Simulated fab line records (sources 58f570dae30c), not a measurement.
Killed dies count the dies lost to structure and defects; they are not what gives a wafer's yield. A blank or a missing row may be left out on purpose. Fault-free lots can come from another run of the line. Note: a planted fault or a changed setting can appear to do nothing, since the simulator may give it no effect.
One fault seen from 2 desks ; flow berkeley cmos170 ; numbers are kept per desk, each desk with only its own; the story behind them comes last

TOOL OWNER'S DESK, implanter-01
The tool's own readings at UCB170_NLDD_IMPLANT_09: means of the sampled wafers that have a number, for each lot that ran on this tool. If a lot's mean is further than 4 standard deviations from the usual mean, the lot is out of limits and carries the mark OUT (the distance appears in the brackets).
Columns: A = tilt deg at UCB170_NLDD_IMPLANT_09, usual 6.999 degrees
lot;first seen here;A
L542;day 7 05:37;6.981
L544;day 7 21:43;7.645 (+32) OUT
L546;day 8 03:43;7.656 (+33) OUT
L548;day 8 19:11;7.651 (+33) OUT
L562;day 11 08:16;7.020
Finding of this desk: L544, L546, L548 out of limits; the first was L544 at day 7 21:43, on tilt deg at UCB170_NLDD_IMPLANT_09. L542, L562 stayed within limits.

METROLOGY DESK
Means of the sampled wafers that have a number, per lot and without regard to the tool the lot ran on: this is what the gauges read. If a lot's mean is further than 4 standard deviations from the usual mean, the lot is out of limits and carries the mark OUT (the distance appears in the brackets).
Columns: A = FIELD_OXIDE_LEFT_2_THK at UCB170_FIELD_THK_MEAS_91, usual 352 nm; B = PLDD_OVL at UCB170_PLDD_OVL_MEAS_07, usual 0 nm
lot;first seen here;A;B
L542;day 6 11:18;340;-9
L539;day 6 11:22;352;5
L541;day 6 11:26;346;2
L540;day 6 11:28;348;3
L544;day 7 08:10;353;6
L546;day 7 10:32;347;-7
L548;day 7 20:53;355;-6
L549;day 7 21:05;342;3
L552;day 8 22:05;345;-8
L553;day 9 03:31;340;5
L554;day 9 03:31;339;-1
L561;day 10 04:13;362;1
L558;day 10 04:18;358;3
L559;day 10 04:51;370;-6
L562;day 10 15:00;361;6
This desk's finding: nothing out of limits on any of the 15 lots.

ALL TOGETHER
An alarm could have come from the tool owner's desk at day 7 21:43, on L544, L546, L548.
From the metrology desk's view, nothing was out of limits.
The metrology desk has L544, L546, L548 on record, within its limits.
UCB170_NLDD_IMPLANT_09 was run on implanter-01 by each of the lots named.

WHAT THE SIMULATOR HAD INSERTED
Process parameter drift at UCB170_NLDD_IMPLANT_09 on implanter-01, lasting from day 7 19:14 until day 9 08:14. Setting tilt deg, moved by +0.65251, from 7. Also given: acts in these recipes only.
Struck lots among those shown: L544, L546, L548.
Each desk's first reading out of limits, in hours after the fault started: the tool owner's desk, 2.
